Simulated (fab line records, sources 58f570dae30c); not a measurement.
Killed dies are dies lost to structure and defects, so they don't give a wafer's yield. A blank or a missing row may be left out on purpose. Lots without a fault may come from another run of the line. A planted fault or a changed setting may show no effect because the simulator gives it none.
Problem report in the 8D (eight disciplines) form, filled by code | flow berkeley_cmos170 | the parts of the form that need people (team, actions taken, sign-off) are left out

1. THE PROBLEM
heater_power_total_W at UCB170_M3_PEB_13 reads a mean of 57.82 W on 5 wafers of 2 lots; wafers without a fault read 56.80 W with a standard deviation of 0.041. That is +25 standard deviations from the usual mean.
First seen on wafer L710.3, day 11 19:08, on litho_track-02. The record holds 41 wafers of 14 lots with a number at this step. Rule for "out", or "out of limits": more than 4 standard deviations from the usual mean. The other wafers with a number count as sound.

2. WHAT IT IS AND WHAT IT IS NOT
question                    | is                     | is not
which readings at this step | heater_power_total_W   | -
which lots                  | L710, L713             | L696, L697, L699, L702, L703, L704, L706, L709, L711, L712, L716, L718
which wafers of those lots  | all that have a number | -
read on which tools         | litho_track-02         | litho_track-01, litho_track-04
when                        | from day 11 19:08      | up to then (27 sound wafers); but 9 sound wafers of L709, L716, L718 came after

3. SUSPECTS, AND WHAT RULES EACH OUT
Counting: a tool at a process step up to the reading stays a suspect if it ran every lot that is out and no sound lot after the first of them.
- litho_track-02 at UCB170_M3_PEB_13: kept. It ran every lot that is out, first L710 (day 11 19:08), and no sound lot after that; its last sound lot up to then is L706 (day 10 14:26). Its own readings are out on those wafers: heater_power_total_W.
Left after counting: litho_track-02 at UCB170_M3_PEB_13.

4. THE CAUSE (what the simulator had put in)
Process parameter drift: litho_track-02, from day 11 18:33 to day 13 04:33, at UCB170_M3_PEB_13. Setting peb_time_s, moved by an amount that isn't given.
Counting left only this tool.

5. THE CHAIN OF EFFECTS, in route order
Each row: a reading whose mean over the struck wafers that have a number lies more than 3 standard deviations from the usual. Only readings for which the record gives a usual standard deviation are gone through. hours: the time from each lot's start at the first step in this table that gives one to its start at this step, as a median over the lots. sigmas: the change in usual standard deviations.
hours | step             | reading              | usual   | on struck wafers | change | sigmas
0     | UCB170_M3_PEB_13 | heater_power_total_W | 56.80 W | 57.82            | +1.02  | +25
The process steps in it:
- UCB170_M3_PEB_13

6. WHAT WOULD HAVE CAUGHT IT SOONER
In this record the first reading out of limits was taken at day 11 19:08, 1 hour after the fault began at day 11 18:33.
